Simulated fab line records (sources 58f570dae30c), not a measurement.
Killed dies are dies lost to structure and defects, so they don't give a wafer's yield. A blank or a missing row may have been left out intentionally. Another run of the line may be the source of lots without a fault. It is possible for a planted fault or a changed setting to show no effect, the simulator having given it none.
fab line records || flow berkeley_cmos170 || part 2 of 2: steps 31 to 41 of 41
record: {"lots": 5, "wafers": 15, "last_day": 13}
route steps=331 shown ACTIVE@65 PFIELD@79 FIELD@89 SACOX@97 SCREENOX@100 NVT@104
lots that met no fault: from a run of the same line without faults
start_h: hours from the record's opening day to when the first of the lot's shown wafers began || wait_h: time in hours since the lot's previous step || " repeats the value in the row above || L1.1+2: a row that stands for several wafers || - no value, or no start was given || * or withheld: withheld || < > ~ a bound
route shown NAME@n: NAME is a module with steps in the file, n the number in the route of the first one || usual: the fault-free wafers' mean and standard deviation || same: alike in all rows || chamber/n: place in a boat || sites: per-site readings || _std_site: the standard deviation of these || _edge_site: outer sites' mean less inner sites' || radius_mm: how far each site lies from the wafer's centre || mask NAME#n: copy n || behind: the tool/chamber that last shaped the wafer || hold: the reason the lot was held/the length of the hold in hours/how it ended || device: whichever transistor did not switch (one of n, p or np) || end of line: at the end of the route, the tests of the same wafers || a step given without rows: its recipe and nothing more || killed: not the wafer's yield, but the dies lost to structure and defects at the first sort || map: a wafer's dies, x killed, . not, _ none there
set.NAME: setting as actually run; set.NAME@STEP: the setting as run at that earlier step || model.NAME: the simulator's own value behind a step, which no gauge read
lots seen at some steps along the route; tables by step, rows by wafer
services: from which hour (start_h, from the record's first day; less than 0 if before it) a tool's chamber was out of use, for how many hours, and why
== steps ==
step: UCB170_FIELD_WET_ETCH_06
recipe: {"chemistry": "BOE", "dilution": "5:1", "target": "SiO2", "temp_c": 25, "time_s": 22}
usual: {"temp_c": "24.99/0.095"}
{"lot.wafer": "L075.1", "tool": "wet_bench-01", "chamber": 1, "start_h": 110.43, "wait_h": 0.0, "temp_c": 24.97}
{"lot.wafer": "L075.2", "tool": "wet_bench-01", "chamber": 1, "start_h": 110.43, "wait_h": 0.0, "temp_c": 24.95}
{"lot.wafer": "L075.4", "tool": "wet_bench-01", "chamber": 1, "start_h": 110.43, "wait_h": 0.0, "temp_c": 24.97}
{"lot.wafer": "L082.1", "tool": "wet_bench-01", "chamber": 0, "start_h": 145.65, "wait_h": 0.0, "temp_c": 24.96}
{"lot.wafer": "L082.4", "tool": "wet_bench-01", "chamber": 0, "start_h": 145.65, "wait_h": 0.0, "temp_c": 25.03}
{"lot.wafer": "L082.5", "tool": "wet_bench-01", "chamber": 0, "start_h": 145.65, "wait_h": 0.0, "temp_c": 24.98}
{"lot.wafer": "L091.2", "tool": "wet_bench-03", "chamber": 0, "start_h": 193.41, "wait_h": 0.0, "temp_c": 25.18}
{"lot.wafer": "L091.4", "tool": "wet_bench-03", "chamber": 0, "start_h": 193.41, "wait_h": 0.0, "temp_c": 25.06}
{"lot.wafer": "L091.5", "tool": "wet_bench-03", "chamber": 0, "start_h": 193.41, "wait_h": 0.0, "temp_c": 24.90}
{"lot.wafer": "L090.3", "tool": "wet_bench-01", "chamber": 0, "start_h": 201.63, "wait_h": 0.5, "temp_c": 24.84}
{"lot.wafer": "L090.4", "tool": "wet_bench-01", "chamber": 0, "start_h": 201.63, "wait_h": 0.5, "temp_c": 24.87}
{"lot.wafer": "L090.6", "tool": "wet_bench-01", "chamber": 0, "start_h": 201.63, "wait_h": 0.5, "temp_c": 24.86}
{"lot.wafer": "L096.1", "tool": "wet_bench-02", "chamber": 3, "start_h": 225.48, "wait_h": 0.0, "temp_c": 25.02}
{"lot.wafer": "L096.3", "tool": "wet_bench-02", "chamber": 3, "start_h": 225.48, "wait_h": 0.0, "temp_c": 25.22}
{"lot.wafer": "L096.5", "tool": "wet_bench-02", "chamber": 3, "start_h": 225.48, "wait_h": 0.0, "temp_c": 25.07}
step: UCB170_FIELD_THK_MEAS_90
recipe: {"reads": "SiO2_of_FIELD_OXIDATION_01"}
usual: {"FIELD_OXIDE_LEFT_1_THK": "439/11"}
{"lot.wafer": "L075.1", "tool": "film_metro-04", "chamber": "-", "start_h": 110.45, "wait_h": 0.0, "FIELD_OXIDE_LEFT_1_THK[nm]": 444}
{"lot.wafer": "L075.2", "tool": "film_metro-04", "chamber": "-", "start_h": 110.45, "wait_h": 0.0, "FIELD_OXIDE_LEFT_1_THK[nm]": 441}
{"lot.wafer": "L075.4", "tool": "film_metro-04", "chamber": "-", "start_h": 110.45, "wait_h": 0.0, "FIELD_OXIDE_LEFT_1_THK[nm]": 436}
{"lot.wafer": "L082.1", "tool": "film_metro-02", "chamber": "-", "start_h": 145.66, "wait_h": 0.0, "FIELD_OXIDE_LEFT_1_THK[nm]": 429}
{"lot.wafer": "L082.4", "tool": "film_metro-02", "chamber": "-", "start_h": 145.66, "wait_h": 0.0, "FIELD_OXIDE_LEFT_1_THK[nm]": 427}
{"lot.wafer": "L082.5", "tool": "film_metro-02", "chamber": "-", "start_h": 145.66, "wait_h": 0.0, "FIELD_OXIDE_LEFT_1_THK[nm]": 427}
{"lot.wafer": "L091.2", "tool": "film_metro-02", "chamber": "-", "start_h": 193.44, "wait_h": 0.0, "FIELD_OXIDE_LEFT_1_THK[nm]": 434}
{"lot.wafer": "L091.4", "tool": "film_metro-02", "chamber": "-", "start_h": 193.44, "wait_h": 0.0, "FIELD_OXIDE_LEFT_1_THK[nm]": 453}
{"lot.wafer": "L091.5", "tool": "film_metro-02", "chamber": "-", "start_h": 193.44, "wait_h": 0.0, "FIELD_OXIDE_LEFT_1_THK[nm]": 440}
{"lot.wafer": "L090.3", "tool": "film_metro-02", "chamber": "-", "start_h": 201.67, "wait_h": 0.0, "FIELD_OXIDE_LEFT_1_THK[nm]": 436}
{"lot.wafer": "L090.4", "tool": "film_metro-02", "chamber": "-", "start_h": 201.67, "wait_h": 0.0, "FIELD_OXIDE_LEFT_1_THK[nm]": 437}
{"lot.wafer": "L090.6", "tool": "film_metro-02", "chamber": "-", "start_h": 201.67, "wait_h": 0.0, "FIELD_OXIDE_LEFT_1_THK[nm]": 435}
{"lot.wafer": "L096.1", "tool": "film_metro-02", "chamber": "-", "start_h": 225.49, "wait_h": 0.0, "FIELD_OXIDE_LEFT_1_THK[nm]": 457}
{"lot.wafer": "L096.3", "tool": "film_metro-02", "chamber": "-", "start_h": 225.49, "wait_h": 0.0, "FIELD_OXIDE_LEFT_1_THK[nm]": 458}
{"lot.wafer": "L096.5", "tool": "film_metro-02", "chamber": "-", "start_h": 225.49, "wait_h": 0.0, "FIELD_OXIDE_LEFT_1_THK[nm]": 460}
step: UCB170_SACOX_CLEAN_00
recipe: {"chemistry": "dHF", "dilution": "25:1", "time_s": 7.5}
{"lot.wafer": "L075.1+2+4", "tool": "wet_bench-01", "chamber": 1, "start_h": 110.51, "wait_h": 0.1}
{"lot.wafer": "L082.1+4+5", "tool": "wet_bench-04", "chamber": 2, "start_h": 145.72, "wait_h": 0.1}
{"lot.wafer": "L091.2+4+5", "tool": "wet_bench-04", "chamber": 2, "start_h": 193.49, "wait_h": 0.0}
{"lot.wafer": "L090.3+4+6", "tool": "wet_bench-01", "chamber": 0, "start_h": 201.71, "wait_h": 0.0}
{"lot.wafer": "L096.1+3+5", "tool": "wet_bench-03", "chamber": 1, "start_h": 225.56, "wait_h": 0.1}
step: UCB170_SACOX_OXIDATION_01
recipe: {"temp_c": 900, "ambient": "O2", "target_thk_a": 144, "ox_time_s": 2400}
usual: {"ox_temp_c_max": "903.7/0.96", "tube_center_temp_C": "900/0.088"}
{"lot.wafer": "L075.1", "tool": "furnace-01", "chamber": 0, "start_h": 113.10, "wait_h": 2.6, "ox_temp_c_max": 903.7, "tube_center_temp_C": 900.08}
{"lot.wafer": "L075.2", "tool": "furnace-01", "chamber": 0, "start_h": 113.10, "wait_h": 2.6, "ox_temp_c_max": 903.9, "tube_center_temp_C": 900.05}
{"lot.wafer": "L075.4", "tool": "furnace-01", "chamber": 0, "start_h": 113.10, "wait_h": 2.6, "ox_temp_c_max": 904.5, "tube_center_temp_C": 900}
{"lot.wafer": "L082.1", "tool": "furnace-02", "chamber": 0, "start_h": 149.20, "wait_h": 3.5, "ox_temp_c_max": 903.1, "tube_center_temp_C": 899.89}
{"lot.wafer": "L082.4", "tool": "furnace-02", "chamber": 0, "start_h": 149.20, "wait_h": 3.5, "ox_temp_c_max": 902.6, "tube_center_temp_C": 900.05}
{"lot.wafer": "L082.5", "tool": "furnace-02", "chamber": 0, "start_h": 149.20, "wait_h": 3.5, "ox_temp_c_max": 902.7, "tube_center_temp_C": 900.06}
{"lot.wafer": "L091.2", "tool": "furnace-04", "chamber": 0, "start_h": 198.30, "wait_h": 4.8, "ox_temp_c_max": 905.1, "tube_center_temp_C": 900.06}
{"lot.wafer": "L091.4", "tool": "furnace-04", "chamber": 0, "start_h": 198.30, "wait_h": 4.8, "ox_temp_c_max": 904.7, "tube_center_temp_C": 899.88}
{"lot.wafer": "L091.5", "tool": "furnace-04", "chamber": 0, "start_h": 198.30, "wait_h": 4.8, "ox_temp_c_max": 904.9, "tube_center_temp_C": 899.87}
{"lot.wafer": "L090.3", "tool": "furnace-04", "chamber": 0, "start_h": 206.89, "wait_h": 5.2, "ox_temp_c_max": 903.7, "tube_center_temp_C": 899.93}
{"lot.wafer": "L090.4", "tool": "furnace-04", "chamber": 0, "start_h": 206.89, "wait_h": 5.2, "ox_temp_c_max": 904.3, "tube_center_temp_C": 900.1}
{"lot.wafer": "L090.6", "tool": "furnace-04", "chamber": 0, "start_h": 206.89, "wait_h": 5.2, "ox_temp_c_max": 904.4, "tube_center_temp_C": 900}
{"lot.wafer": "L096.1", "tool": "furnace-04", "chamber": 0, "start_h": 231.15, "wait_h": 5.6, "ox_temp_c_max": 905.2, "tube_center_temp_C": 899.94}
{"lot.wafer": "L096.3", "tool": "furnace-04", "chamber": 0, "start_h": 231.15, "wait_h": 5.6, "ox_temp_c_max": 903.6, "tube_center_temp_C": 900.17}
{"lot.wafer": "L096.5", "tool": "furnace-04", "chamber": 0, "start_h": 231.15, "wait_h": 5.6, "ox_temp_c_max": 904.3, "tube_center_temp_C": 900.09}
step: UCB170_SACOX_THK_MEAS_02
recipe: {"reads": "SiO2_of_SACOX_OXIDATION_01"}
usual: {"SACOX_OXIDE_THK": "14.32/0.24"}
{"lot.wafer": "L075.1", "tool": "film_metro-02", "chamber": "-", "start_h": 114.77, "wait_h": 0.0, "SACOX_OXIDE_THK[nm]": 14.50}
{"lot.wafer": "L075.2", "tool": "film_metro-02", "chamber": "-", "start_h": 114.77, "wait_h": 0.0, "SACOX_OXIDE_THK[nm]": 14.46}
{"lot.wafer": "L075.4", "tool": "film_metro-02", "chamber": "-", "start_h": 114.77, "wait_h": 0.0, "SACOX_OXIDE_THK[nm]": 14.50}
{"lot.wafer": "L082.1", "tool": "film_metro-01", "chamber": "-", "start_h": 150.87, "wait_h": 0.0, "SACOX_OXIDE_THK[nm]": 14.51}
{"lot.wafer": "L082.4", "tool": "film_metro-01", "chamber": "-", "start_h": 150.87, "wait_h": 0.0, "SACOX_OXIDE_THK[nm]": 14.49}
{"lot.wafer": "L082.5", "tool": "film_metro-01", "chamber": "-", "start_h": 150.87, "wait_h": 0.0, "SACOX_OXIDE_THK[nm]": 14.21}
{"lot.wafer": "L091.2", "tool": "film_metro-04", "chamber": "-", "start_h": 199.98, "wait_h": 0.0, "SACOX_OXIDE_THK[nm]": 14.18}
{"lot.wafer": "L091.4", "tool": "film_metro-04", "chamber": "-", "start_h": 199.98, "wait_h": 0.0, "SACOX_OXIDE_THK[nm]": 14.18}
{"lot.wafer": "L091.5", "tool": "film_metro-04", "chamber": "-", "start_h": 199.98, "wait_h": 0.0, "SACOX_OXIDE_THK[nm]": 13.81}
{"lot.wafer": "L090.3", "tool": "film_metro-02", "chamber": "-", "start_h": 208.57, "wait_h": 0.0, "SACOX_OXIDE_THK[nm]": 14.54}
{"lot.wafer": "L090.4", "tool": "film_metro-02", "chamber": "-", "start_h": 208.57, "wait_h": 0.0, "SACOX_OXIDE_THK[nm]": 14.64}
{"lot.wafer": "L090.6", "tool": "film_metro-02", "chamber": "-", "start_h": 208.57, "wait_h": 0.0, "SACOX_OXIDE_THK[nm]": 14.62}
{"lot.wafer": "L096.1", "tool": "film_metro-01", "chamber": "-", "start_h": 232.82, "wait_h": 0.0, "SACOX_OXIDE_THK[nm]": 14.25}
{"lot.wafer": "L096.3", "tool": "film_metro-01", "chamber": "-", "start_h": 232.82, "wait_h": 0.0, "SACOX_OXIDE_THK[nm]": 14.66}
{"lot.wafer": "L096.5", "tool": "film_metro-01", "chamber": "-", "start_h": 232.82, "wait_h": 0.0, "SACOX_OXIDE_THK[nm]": 14.35}
step: UCB170_SCREENOX_WET_ETCH_00
recipe: {"chemistry": "dHF", "dilution": "25:1", "target": "SiO2", "temp_c": 25, "time_s": 200}
usual: {"temp_c": "25.03/0.1"}
{"lot.wafer": "L075.1", "tool": "wet_bench-04", "chamber": 2, "start_h": 114.83, "wait_h": 0.1, "temp_c": 25.07}
{"lot.wafer": "L075.2", "tool": "wet_bench-04", "chamber": 2, "start_h": 114.83, "wait_h": 0.1, "temp_c": 24.87}
{"lot.wafer": "L075.4", "tool": "wet_bench-04", "chamber": 2, "start_h": 114.83, "wait_h": 0.1, "temp_c": 24.99}
{"lot.wafer": "L082.1", "tool": "wet_bench-04", "chamber": 0, "start_h": 152.77, "wait_h": 1.9, "temp_c": 24.99}
{"lot.wafer": "L082.4", "tool": "wet_bench-04", "chamber": 0, "start_h": 152.77, "wait_h": 1.9, "temp_c": 24.95}
{"lot.wafer": "L082.5", "tool": "wet_bench-04", "chamber": 0, "start_h": 152.77, "wait_h": 1.9, "temp_c": 24.76}
{"lot.wafer": "L091.2", "tool": "wet_bench-01", "chamber": 2, "start_h": 201.32, "wait_h": 1.3, "temp_c": 24.90}
{"lot.wafer": "L091.4", "tool": "wet_bench-01", "chamber": 2, "start_h": 201.32, "wait_h": 1.3, "temp_c": 25.08}
{"lot.wafer": "L091.5", "tool": "wet_bench-01", "chamber": 2, "start_h": 201.32, "wait_h": 1.3, "temp_c": 24.92}
{"lot.wafer": "L090.3", "tool": "wet_bench-02", "chamber": 0, "start_h": 208.61, "wait_h": 0.0, "temp_c": 24.90}
{"lot.wafer": "L090.4", "tool": "wet_bench-02", "chamber": 0, "start_h": 208.61, "wait_h": 0.0, "temp_c": 24.79}
{"lot.wafer": "L090.6", "tool": "wet_bench-02", "chamber": 0, "start_h": 208.61, "wait_h": 0.0, "temp_c": 24.90}
{"lot.wafer": "L096.1", "tool": "wet_bench-01", "chamber": 3, "start_h": 232.88, "wait_h": 0.1, "temp_c": 25.12}
{"lot.wafer": "L096.3", "tool": "wet_bench-01", "chamber": 3, "start_h": 232.88, "wait_h": 0.1, "temp_c": 25.08}
{"lot.wafer": "L096.5", "tool": "wet_bench-01", "chamber": 3, "start_h": 232.88, "wait_h": 0.1, "temp_c": 25.10}
step: UCB170_SCREENOX_OXIDATION_01
recipe: {"temp_c": 900, "ambient": "O2", "target_thk_a": 144, "ox_time_s": 2400}
usual: {"ox_temp_c_max": "904.0/0.97", "tube_center_temp_C": "899.99/0.077"}
{"lot.wafer": "L075.1", "tool": "furnace-02", "chamber": 0, "start_h": 118.13, "wait_h": 3.2, "ox_temp_c_max": 902.6, "tube_center_temp_C": 899.96}
{"lot.wafer": "L075.2", "tool": "furnace-02", "chamber": 0, "start_h": 118.13, "wait_h": 3.2, "ox_temp_c_max": 903.0, "tube_center_temp_C": 900.04}
{"lot.wafer": "L075.4", "tool": "furnace-02", "chamber": 0, "start_h": 118.13, "wait_h": 3.2, "ox_temp_c_max": 902.4, "tube_center_temp_C": 900.02}
{"lot.wafer": "L082.1", "tool": "furnace-02", "chamber": 0, "start_h": 154.87, "wait_h": 2.0, "ox_temp_c_max": 903.5, "tube_center_temp_C": 899.9}
{"lot.wafer": "L082.4", "tool": "furnace-02", "chamber": 0, "start_h": 154.87, "wait_h": 2.0, "ox_temp_c_max": 902.7, "tube_center_temp_C": 899.86}
{"lot.wafer": "L082.5", "tool": "furnace-02", "chamber": 0, "start_h": 154.87, "wait_h": 2.0, "ox_temp_c_max": 902.8, "tube_center_temp_C": 900.01}
{"lot.wafer": "L091.2", "tool": "furnace-04", "chamber": 0, "start_h": 205.22, "wait_h": 3.8, "ox_temp_c_max": 904.6, "tube_center_temp_C": 900.03}
{"lot.wafer": "L091.4", "tool": "furnace-04", "chamber": 0, "start_h": 205.22, "wait_h": 3.8, "ox_temp_c_max": 903.2, "tube_center_temp_C": 900}
{"lot.wafer": "L091.5", "tool": "furnace-04", "chamber": 0, "start_h": 205.22, "wait_h": 3.8, "ox_temp_c_max": 903.3, "tube_center_temp_C": 899.95}
{"lot.wafer": "L090.3", "tool": "furnace-01", "chamber": 0, "start_h": 212.84, "wait_h": 4.2, "ox_temp_c_max": 903.8, "tube_center_temp_C": 899.93}
{"lot.wafer": "L090.4", "tool": "furnace-01", "chamber": 0, "start_h": 212.84, "wait_h": 4.2, "ox_temp_c_max": 904.3, "tube_center_temp_C": 899.93}
{"lot.wafer": "L090.6", "tool": "furnace-01", "chamber": 0, "start_h": 212.84, "wait_h": 4.2, "ox_temp_c_max": 903.8, "tube_center_temp_C": 900.07}
{"lot.wafer": "L096.1", "tool": "furnace-04", "chamber": 0, "start_h": 237.18, "wait_h": 4.2, "ox_temp_c_max": 903.3, "tube_center_temp_C": 899.98}
{"lot.wafer": "L096.3", "tool": "furnace-04", "chamber": 0, "start_h": 237.18, "wait_h": 4.2, "ox_temp_c_max": 903.1, "tube_center_temp_C": 899.89}
{"lot.wafer": "L096.5", "tool": "furnace-04", "chamber": 0, "start_h": 237.18, "wait_h": 4.2, "ox_temp_c_max": 902.6, "tube_center_temp_C": 900.07}
step: UCB170_SCREENOX_THK_MEAS_02
recipe: {"reads": "SiO2_of_SCREENOX_OXIDATION_01"}
usual: {"SCREENOX_OXIDE_THK": "14.38/0.22"}
{"lot.wafer": "L075.1", "tool": "film_metro-03", "chamber": "-", "start_h": 119.80, "wait_h": 0.0, "SCREENOX_OXIDE_THK[nm]": 14.49}
{"lot.wafer": "L075.2", "tool": "film_metro-03", "chamber": "-", "start_h": 119.80, "wait_h": 0.0, "SCREENOX_OXIDE_THK[nm]": 14.52}
{"lot.wafer": "L075.4", "tool": "film_metro-03", "chamber": "-", "start_h": 119.80, "wait_h": 0.0, "SCREENOX_OXIDE_THK[nm]": 14.98}
{"lot.wafer": "L082.1", "tool": "film_metro-01", "chamber": "-", "start_h": 156.53, "wait_h": 0.0, "SCREENOX_OXIDE_THK[nm]": 14.25}
{"lot.wafer": "L082.4", "tool": "film_metro-01", "chamber": "-", "start_h": 156.53, "wait_h": 0.0, "SCREENOX_OXIDE_THK[nm]": 14.44}
{"lot.wafer": "L082.5", "tool": "film_metro-01", "chamber": "-", "start_h": 156.53, "wait_h": 0.0, "SCREENOX_OXIDE_THK[nm]": 14.47}
{"lot.wafer": "L091.2", "tool": "film_metro-04", "chamber": "-", "start_h": 206.90, "wait_h": 0.0, "SCREENOX_OXIDE_THK[nm]": 14.52}
{"lot.wafer": "L091.4", "tool": "film_metro-04", "chamber": "-", "start_h": 206.90, "wait_h": 0.0, "SCREENOX_OXIDE_THK[nm]": 14.44}
{"lot.wafer": "L091.5", "tool": "film_metro-04", "chamber": "-", "start_h": 206.90, "wait_h": 0.0, "SCREENOX_OXIDE_THK[nm]": 14.16}
{"lot.wafer": "L090.3", "tool": "film_metro-01", "chamber": "-", "start_h": 214.52, "wait_h": 0.0, "SCREENOX_OXIDE_THK[nm]": 14.57}
{"lot.wafer": "L090.4", "tool": "film_metro-01", "chamber": "-", "start_h": 214.52, "wait_h": 0.0, "SCREENOX_OXIDE_THK[nm]": 14.46}
{"lot.wafer": "L090.6", "tool": "film_metro-01", "chamber": "-", "start_h": 214.52, "wait_h": 0.0, "SCREENOX_OXIDE_THK[nm]": 14.76}
{"lot.wafer": "L096.1", "tool": "film_metro-01", "chamber": "-", "start_h": 238.85, "wait_h": 0.0, "SCREENOX_OXIDE_THK[nm]": 14.42}
{"lot.wafer": "L096.3", "tool": "film_metro-01", "chamber": "-", "start_h": 238.85, "wait_h": 0.0, "SCREENOX_OXIDE_THK[nm]": 14.25}
{"lot.wafer": "L096.5", "tool": "film_metro-01", "chamber": "-", "start_h": 238.85, "wait_h": 0.0, "SCREENOX_OXIDE_THK[nm]": 14.10}
step: UCB170_SCREENOX_ANNEAL_03
recipe: {"temp_c": 900, "time_s": 900, "ambient": "N2"}
usual: {"tube_center_temp_C": "900.01/0.079"}
{"lot.wafer": "L075.1", "tool": "furnace-04", "chamber": 0, "start_h": 122.85, "wait_h": 3.0, "tube_center_temp_C": 899.98}
{"lot.wafer": "L075.2", "tool": "furnace-04", "chamber": 0, "start_h": 122.85, "wait_h": 3.0, "tube_center_temp_C": 899.96}
{"lot.wafer": "L075.4", "tool": "furnace-04", "chamber": 0, "start_h": 122.85, "wait_h": 3.0, "tube_center_temp_C": 899.88}
{"lot.wafer": "L082.1", "tool": "furnace-04", "chamber": 0, "start_h": 162.37, "wait_h": 5.8, "tube_center_temp_C": 899.96}
{"lot.wafer": "L082.4", "tool": "furnace-04", "chamber": 0, "start_h": 162.37, "wait_h": 5.8, "tube_center_temp_C": 900.02}
{"lot.wafer": "L082.5", "tool": "furnace-04", "chamber": 0, "start_h": 162.37, "wait_h": 5.8, "tube_center_temp_C": 899.96}
{"lot.wafer": "L091.2", "tool": "furnace-02", "chamber": 0, "start_h": 211.65, "wait_h": 4.7, "tube_center_temp_C": 899.91}
{"lot.wafer": "L091.4", "tool": "furnace-02", "chamber": 0, "start_h": 211.65, "wait_h": 4.7, "tube_center_temp_C": 899.94}
{"lot.wafer": "L091.5", "tool": "furnace-02", "chamber": 0, "start_h": 211.65, "wait_h": 4.7, "tube_center_temp_C": 900.01}
{"lot.wafer": "L090.3", "tool": "furnace-01", "chamber": 0, "start_h": 221.00, "wait_h": 6.5, "tube_center_temp_C": 900.05}
{"lot.wafer": "L090.4", "tool": "furnace-01", "chamber": 0, "start_h": 221.00, "wait_h": 6.5, "tube_center_temp_C": 900.06}
{"lot.wafer": "L090.6", "tool": "furnace-01", "chamber": 0, "start_h": 221.00, "wait_h": 6.5, "tube_center_temp_C": 899.97}
{"lot.wafer": "L096.1", "tool": "furnace-02", "chamber": 0, "start_h": 242.90, "wait_h": 4.0, "tube_center_temp_C": 900.17}
{"lot.wafer": "L096.3", "tool": "furnace-02", "chamber": 0, "start_h": 242.90, "wait_h": 4.0, "tube_center_temp_C": 900.14}
{"lot.wafer": "L096.5", "tool": "furnace-02", "chamber": 0, "start_h": 242.90, "wait_h": 4.0, "tube_center_temp_C": 900}
step: UCB170_NVT_HMDS_00
recipe: {"prime_time_s": 60, "prime_temp_c": 100}
same: {"prime_time_s": 60}
{"lot.wafer": "L075.1+2+4", "tool": "litho_track-03", "chamber": 0, "start_h": 124.33, "wait_h": 0.2}
{"lot.wafer": "L082.1+4+5", "tool": "litho_track-03", "chamber": 0, "start_h": 164.30, "wait_h": 0.7}
{"lot.wafer": "L091.2+4+5", "tool": "litho_track-02", "chamber": 0, "start_h": 212.92, "wait_h": 0.0}
{"lot.wafer": "L090.3+4+6", "tool": "litho_track-02", "chamber": 0, "start_h": 222.49, "wait_h": 0.2}
{"lot.wafer": "L096.1+3+5", "tool": "litho_track-03", "chamber": 0, "start_h": 244.90, "wait_h": 0.8}
step: UCB170_NVT_COAT_01
recipe: {"resist": "KrF", "spin_rpm": 1500, "resist_thk_nm": 900}
{"lot.wafer": "L075.1+2+4", "tool": "litho_track-03", "chamber": 0, "start_h": 124.48, "wait_h": 0.1}
{"lot.wafer": "L082.1+4+5", "tool": "litho_track-03", "chamber": 0, "start_h": 164.45, "wait_h": 0.1}
{"lot.wafer": "L091.2+4+5", "tool": "litho_track-02", "chamber": 0, "start_h": 213.07, "wait_h": 0.1}
{"lot.wafer": "L090.3+4+6", "tool": "litho_track-02", "chamber": 0, "start_h": 222.64, "wait_h": 0.1}
{"lot.wafer": "L096.1+3+5", "tool": "litho_track-03", "chamber": 0, "start_h": 245.05, "wait_h": 0.1}
== services ==
{"tool": "krf_scanner-01", "chamber": "-", "start_h": 68.00, "hours": 1.0, "kind": "pm"}
{"tool": "rie_diel-03", "chamber": 0, "start_h": 68.20, "hours": 20.0, "kind": "repair"}
{"tool": "implanter-02", "chamber": "-", "start_h": 72.34, "hours": 3.2, "kind": "repair"}
{"tool": "krf_scanner-01", "chamber": "-", "start_h": 76.03, "hours": 0.8, "kind": "pm"}
{"tool": "krf_scanner-01", "chamber": "-", "start_h": 79.41, "hours": 7.2, "kind": "pm"}
{"tool": "krf_scanner-01", "chamber": "-", "start_h": 99.79, "hours": 11.2, "kind": "repair"}
{"tool": "plasma_asher-01", "chamber": "-", "start_h": 108.75, "hours": 9.0, "kind": "pm"}
{"tool": "krf_scanner-01", "chamber": "-", "start_h": 110.97, "hours": 1.3, "kind": "pm"}
{"tool": "krf_scanner-02", "chamber": "-", "start_h": 127.64, "hours": 0.8, "kind": "pm"}
{"tool": "plasma_asher-01", "chamber": "-", "start_h": 133.86, "hours": 14.6, "kind": "pm"}
{"tool": "furnace-01", "chamber": "-", "start_h": 148.05, "hours": 1.0, "kind": "repair"}
{"tool": "plasma_asher-02", "chamber": "-", "start_h": 159.91, "hours": 15.6, "kind": "pm"}
{"tool": "wet_bench-04", "chamber": "-", "start_h": 160.66, "hours": 1.3, "kind": "repair"}
{"tool": "furnace-02", "chamber": "-", "start_h": 187.85, "hours": 3.6, "kind": "pm"}
{"tool": "krf_scanner-02", "chamber": "-", "start_h": 193.28, "hours": 4.0, "kind": "pm"}
{"tool": "furnace-01", "chamber": "-", "start_h": 204.33, "hours": 3.7, "kind": "pm"}
{"tool": "plasma_asher-02", "chamber": "-", "start_h": 207.04, "hours": 11.3, "kind": "repair"}
{"tool": "plasma_asher-01", "chamber": "-", "start_h": 213.28, "hours": 0.9, "kind": "repair"}
{"tool": "krf_scanner-02", "chamber": "-", "start_h": 215.21, "hours": 1.0, "kind": "pm"}
{"tool": "krf_scanner-02", "chamber": "-", "start_h": 218.14, "hours": 1.3, "kind": "pm"}
{"tool": "krf_scanner-01", "chamber": "-", "start_h": 237.00, "hours": 1.0, "kind": "pm"}
{"tool": "krf_scanner-01", "chamber": "-", "start_h": 240.52, "hours": 1.5, "kind": "repair"}
{"tool": "furnace-01", "chamber": "-", "start_h": 241.65, "hours": 6.8, "kind": "repair"}
{"tool": "krf_scanner-01", "chamber": "-", "start_h": 244.83, "hours": 0.8, "kind": "pm"}
